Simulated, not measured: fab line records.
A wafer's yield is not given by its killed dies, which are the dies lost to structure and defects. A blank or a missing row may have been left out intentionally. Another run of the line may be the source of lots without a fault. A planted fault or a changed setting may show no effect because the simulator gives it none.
Which tool did it? | flow ritCmos | 14 lots, 42 wafers sampled, at 2 steps of a route of 202

WHAT THE GAUGES READ, wafer by wafer
No reading from a measuring or inspecting step in the record can be judged against a usual standard deviation.

EACH LOT AND THE TOOL THAT RAN IT (in order: tool; ch and the chambers of the sampled wafers; start)
lot  | RIT_PWELL_IMPLANT_08           | RIT_M1_PROBE_99
L586 | implanter-04 ch 0, day 1 23:38 | -
L587 | implanter-02 ch 0, day 2 03:53 | -
L588 | implanter-03 ch 0, day 2 08:37 | -
L589 | implanter-03 ch 0, day 2 13:08 | -
L592 | implanter-04 ch 0, day 3 04:56 | -
L595 | implanter-04 ch 0, day 3 20:53 | -
L596 | implanter-02 ch 0, day 4 03:18 | -
L597 | implanter-02 ch 0, day 4 07:59 | -
L598 | implanter-03 ch 0, day 4 12:26 | -
L599 | implanter-02 ch 0, day 4 16:40 | -
L600 | implanter-04 ch 0, day 4 20:54 | -
L602 | implanter-03 ch 0, day 5 06:20 | prober-01, day 6 16:15
L607 | implanter-02 ch 0, day 6 07:16 | -
L608 | implanter-02 ch 0, day 6 13:02 | -
- RIT_PWELL_IMPLANT_08
- RIT_M1_PROBE_99

WHAT THE TOOLS THEMSELVES READ (means of the sampled wafers that have a number; where no wafer has one, the mark that the record gives instead)
RIT_PWELL_IMPLANT_08.
lot  | tool         | doseIonsCm2 | tiltDeg (degrees)
L586 | implanter-04 | 7e+13       | 7.005
L587 | implanter-02 | 7e+13       | 6.996
L588 | implanter-03 | 7e+13       | 6.991
L589 | implanter-03 | 7e+13       | 6.996
L592 | implanter-04 | 7e+13       | 7.020
L595 | implanter-04 | 7e+13       | 7.004
L596 | implanter-02 | 7e+13       | 6.993
L597 | implanter-02 | 7e+13       | 6.993
L598 | implanter-03 | 7e+13       | 7.008
L599 | implanter-02 | 7e+13       | 7.012
L600 | implanter-04 | 7e+13       | 6.997
L602 | implanter-03 | 7e+13       | 6.985
L607 | implanter-02 | 7e+13       | 3.736
L608 | implanter-02 | 7e+13       | 3.731

RIT_M1_PROBE_99.
lot  | tool      | killed_at_M0_to_M3 | killedAtContacts | killedAtFrontEnd | killedDies | killedOpen | killedShort
L602 | prober-01 | 0.0                | 0.0              | 7.0              | 7.0        | 2.7        | 4.3

THE ANSWER, worked out from the rows above alone
Rule: the usual values come from the lots themselves. Put in order of their means at a reading, lots are off if they are a third of the lots or fewer, leave a main group of 4 or more, and stand apart from it by a gap of 3 or more times the standard deviation of the main group's means; of several such gaps the widest counts. A main group whose means are all the same, to the digits that the tables above print for the reading, isn't used. A lot without any number at a reading at which 4 lots or more have one is off too. Any other lot the step has rows for is counted as sound. The gauges are gone through in route order, then the tools' own readings, and for those a lot's mean is taken as printed above. At the first step where some lot is off, the reading lying furthest off is the one used; lots without a number count as furthest.
Off: L607, L608 (RIT_PWELL_IMPLANT_08, tiltDeg). The main group: mean 7.000 degrees, standard deviation 0.0095.
If a tool, at that step or one of the process steps before it, ran each lot that is off and ran no sound lot following the first of them, it fits. One fits: implanter-02 at RIT_PWELL_IMPLANT_08. Its last sound lot is L599 (day 4 16:40), its first lot that is off L607 (day 6 07:16): a fault that began between those two fits.
The tool's own readings at RIT_PWELL_IMPLANT_08 bear it out: on the lots that are off they differ by more than 5 times the standard deviation of the sound lots' means. tiltDeg reads 3.734 degrees there against 7.000 degrees on the sound lots.

WHAT THE SIMULATOR PUT IN
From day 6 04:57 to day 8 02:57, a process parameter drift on implanter-02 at RIT_PWELL_IMPLANT_08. Setting tiltDeg shifted by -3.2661 from 7. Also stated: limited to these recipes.
Shown lots that were struck: L607, L608. The rule given above showed the same thing.
